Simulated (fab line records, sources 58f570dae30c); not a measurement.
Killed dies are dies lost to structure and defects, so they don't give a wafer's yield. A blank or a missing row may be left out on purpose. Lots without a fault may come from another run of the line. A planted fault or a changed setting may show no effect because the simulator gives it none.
Which tool did it? | flow berkeley_cmos170 | 15 lots, 45 wafers sampled, at 5 steps of a route of 331

WHAT THE GAUGES READ, wafer by wafer
UCB170_PWELL_THK_MEAS_03.
lot  | measured    | on            | PWELL_OXIDE_THK (nm)
L303 | day 3 00:20 | film_metro-01 | 27.0 26.9 27.5
L304 | day 3 00:21 | film_metro-04 | 25.9 26.5 26.2
L305 | day 3 08:10 | film_metro-04 | 25.9 26.4 26.1
L307 | day 4 00:56 | film_metro-01 | 26.2 26.3 26.5
L308 | day 4 04:06 | film_metro-01 | 27.5 27.1 27.5
L310 | day 4 04:08 | film_metro-04 | 27.1 27.2 27.0
L312 | day 4 19:25 | film_metro-03 | 26.7 26.5 27.1
L313 | day 4 19:26 | film_metro-01 | 26.4 26.2 26.8
L315 | day 5 01:45 | film_metro-03 | 25.2 25.4 25.2
L319 | day 6 04:24 | film_metro-03 | 25.7 25.7 25.8
L320 | day 6 04:20 | film_metro-03 | 25.8 25.3 25.6
L321 | day 6 15:16 | film_metro-01 | 25.9 25.8 26.3
L323 | day 7 07:31 | film_metro-03 | 26.3 26.8 26.4
L325 | day 7 14:12 | film_metro-03 | 26.6 26.0 26.1
L326 | day 7 21:13 | film_metro-04 | 26.5 26.3 26.6

UCB170_PWELL_THK_MEAS_06.
lot  | measured    | on            | PWELL_NITRIDE_THK (nm)
L303 | day 3 06:22 | film_metro-04 | 217.7 216.8 216.6
L304 | day 3 06:22 | film_metro-01 | 218.3 218.4 217.1
L305 | day 3 16:24 | film_metro-04 | 221.4 218.1 218.6
L307 | day 4 05:35 | film_metro-01 | 216.9 216.5 216.7
L308 | day 4 09:32 | film_metro-01 | 223.0 221.4 223.0
L310 | day 4 09:34 | film_metro-03 | 225.7 225.9 225.5
L312 | day 5 02:19 | film_metro-04 | 220.8 222.5 222.3
L313 | day 5 02:20 | film_metro-03 | 221.3 222.3 220.7
L315 | day 5 07:26 | film_metro-03 | 220.6 218.8 218.8
L319 | day 6 11:47 | film_metro-01 | 206.1 203.8 203.4
L320 | day 6 11:47 | film_metro-03 | 206.7 205.4 205.4
L321 | day 6 22:26 | film_metro-04 | 208.5 209.2 208.7
L323 | day 7 17:31 | film_metro-04 | 222.5 222.1 224.0
L325 | day 7 21:13 | film_metro-01 | 218.1 218.9 218.7
L326 | day 8 05:03 | film_metro-03 | 220.3 219.4 219.8

UCB170_ACTIVE_OVL_MEAS_14.
lot  | measured    | on         | ACTIVE_OVL (nm)
L303 | day 4 12:53 | overlay-01 | 2 2 -12
L304 | day 4 13:54 | overlay-01 | 5 -2 2
L305 | day 5 01:52 | overlay-01 | -8 -5 -2
L307 | day 5 12:11 | overlay-01 | -6 -12 -5
L308 | day 5 19:34 | overlay-01 | -10 -9 -4
L310 | day 5 19:44 | overlay-02 | 8 -2 6
L312 | day 6 06:24 | overlay-01 | 0 -6 -7
L313 | day 6 06:49 | overlay-01 | 5 5 2
L315 | day 6 16:31 | overlay-01 | -4 -13 -7
L319 | day 8 00:56 | overlay-01 | 4 -3 4
L320 | day 8 01:25 | overlay-01 | -6 -3 -4
L321 | day 8 07:43 | overlay-02 | -1 -2 1
L323 | day 9 14:17 | overlay-01 | 7 -2 1
L325 | day 9 21:29 | overlay-02 | -5 -6 -4
L326 | day 9 21:51 | overlay-02 | -2 -3 -11

WHICH TOOL RAN EACH LOT (tool, then ch and the chambers of the sampled wafers, then the start)
lot  | UCB170_ZERO_STRIP_07                | UCB170_PWELL_CVD_05
L303 | plasma_asher-04 ch 0,1, day 2 00:05 | lpcvd-02 ch 0, day 3 04:26
L304 | plasma_asher-01 ch 0,1, day 2 00:16 | lpcvd-02 ch 0, day 3 04:26
L305 | plasma_asher-02 ch 1, day 2 04:02   | lpcvd-02 ch 0, day 3 14:29
L307 | plasma_asher-04 ch 0,1, day 2 18:37 | lpcvd-02 ch 1, day 4 03:41
L308 | plasma_asher-01 ch 0,1, day 3 01:39 | lpcvd-01 ch 1, day 4 07:37
L310 | plasma_asher-02 ch 0,1, day 3 06:34 | lpcvd-01 ch 0, day 4 07:37
L312 | plasma_asher-04 ch 0,1, day 3 19:53 | lpcvd-01 ch 1, day 5 00:24
L313 | plasma_asher-01 ch 0,1, day 3 20:10 | lpcvd-01 ch 1, day 5 00:24
L315 | plasma_asher-02 ch 0,1, day 4 05:35 | lpcvd-01 ch 0, day 5 05:31
L319 | plasma_asher-02 ch 0,1, day 5 04:09 | lpcvd-01 ch 0, day 6 09:52
L320 | plasma_asher-02 ch 1, day 5 07:34   | lpcvd-01 ch 1, day 6 09:52
L321 | plasma_asher-02 ch 0,1, day 5 16:11 | lpcvd-01 ch 0, day 6 20:31
L323 | plasma_asher-04 ch 0,1, day 6 02:13 | lpcvd-02 ch 1, day 7 15:35
L325 | plasma_asher-02 ch 0,1, day 6 12:14 | lpcvd-02 ch 1, day 7 19:17
L326 | plasma_asher-04 ch 1, day 6 17:41   | lpcvd-02 ch 0, day 8 03:08
- UCB170_ZERO_STRIP_07: strips in O2.
- UCB170_PWELL_CVD_05: deposits Si3N4 from SiH2Cl2/NH3, target thk 220 nm, time 3300 s.

WHAT THE TOOLS THEMSELVES READ (means of the sampled wafers that have a number; where no wafer has one, the mark that the record gives instead)
UCB170_ZERO_STRIP_07.
lot  | tool            | chamber_pressure_mTorr (mTorr) | drypump_motor_current_A (A) | o2_flow_sccm (sccm) | oes_product_au (a.u.) | strip_time_to_endpoint_s (s)
L303 | plasma_asher-04 | 3502                           | 5.5                         | 401.9               | 0.730                 | 21.59
L304 | plasma_asher-01 | 3502                           | 5.9                         | 400.2               | 0.726                 | 21.46
L305 | plasma_asher-02 | 3503                           | 5.7                         | 400.7               | 0.729                 | 21.57
L307 | plasma_asher-04 | 3499                           | 5.5                         | 399.8               | 0.730                 | 21.53
L308 | plasma_asher-01 | 3502                           | 5.9                         | 399.4               | 0.724                 | 21.51
L310 | plasma_asher-02 | 3501                           | 6.0                         | 400.5               | 0.731                 | 21.46
L312 | plasma_asher-04 | 3500                           | 6.1                         | 398.8               | 0.726                 | 21.54
L313 | plasma_asher-01 | 3503                           | 6.0                         | 400.1               | 0.725                 | 21.48
L315 | plasma_asher-02 | 3498                           | 5.9                         | 399.6               | 0.726                 | 21.42
L319 | plasma_asher-02 | 3499                           | 6.0                         | 399.6               | 0.724                 | 21.55
L320 | plasma_asher-02 | 3499                           | 5.7                         | 400.4               | 0.730                 | 21.47
L321 | plasma_asher-02 | 3500                           | 6.2                         | 399.6               | 0.728                 | 21.55
L323 | plasma_asher-04 | 3500                           | 5.5                         | 400.5               | 0.730                 | 21.56
L325 | plasma_asher-02 | 3502                           | 5.9                         | 400.4               | 0.726                 | 21.52
L326 | plasma_asher-04 | 3500                           | 6.6                         | 400.8               | 0.728                 | 21.58

THE ANSWER, worked out from the rows above alone
Rule: what is usual is taken from the lots themselves. Put in order of their means at a reading, lots are off if they are a third of the lots or fewer, leave a main group of 4 or more, and stand apart from it by a gap of 3 or more times the standard deviation of the main group's means; of several such gaps the widest counts. A main group whose means are all the same, to the digits that the tables above print for the reading, isn't used. A lot without any number at a reading at which 4 lots or more have one is off too. The other lots that the step has rows for count as sound. The gauges are gone through in route order, then the tools' own readings, and for those a lot's mean is taken as printed above. The first step at which some lot is off is used, and at that step the reading that is off furthest; a lot without a number counts as furthest.
Off: L319, L320, L321, at UCB170_PWELL_THK_MEAS_06 (PWELL_NITRIDE_THK). The main group: mean 220.3 nm, standard deviation 2.6.
A tool fits if, at a process step before that reading, it ran every lot that is off, and no sound lot after the first of them. The gauges at UCB170_PWELL_THK_MEAS_06 are tried like those tools. One fits: lpcvd-01 at UCB170_PWELL_CVD_05. Its last sound lot is L315 (day 5 05:31), its first lot that is off L319 (day 6 09:52): a fault that began between those two fits.

WHAT THE SIMULATOR HAD PUT IN
Process parameter drift: lpcvd-01, from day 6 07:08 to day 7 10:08, at UCB170_PWELL_CVD_05. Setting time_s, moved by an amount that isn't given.
Lots struck among those shown: L320, L319, L321. The rule above found the same.
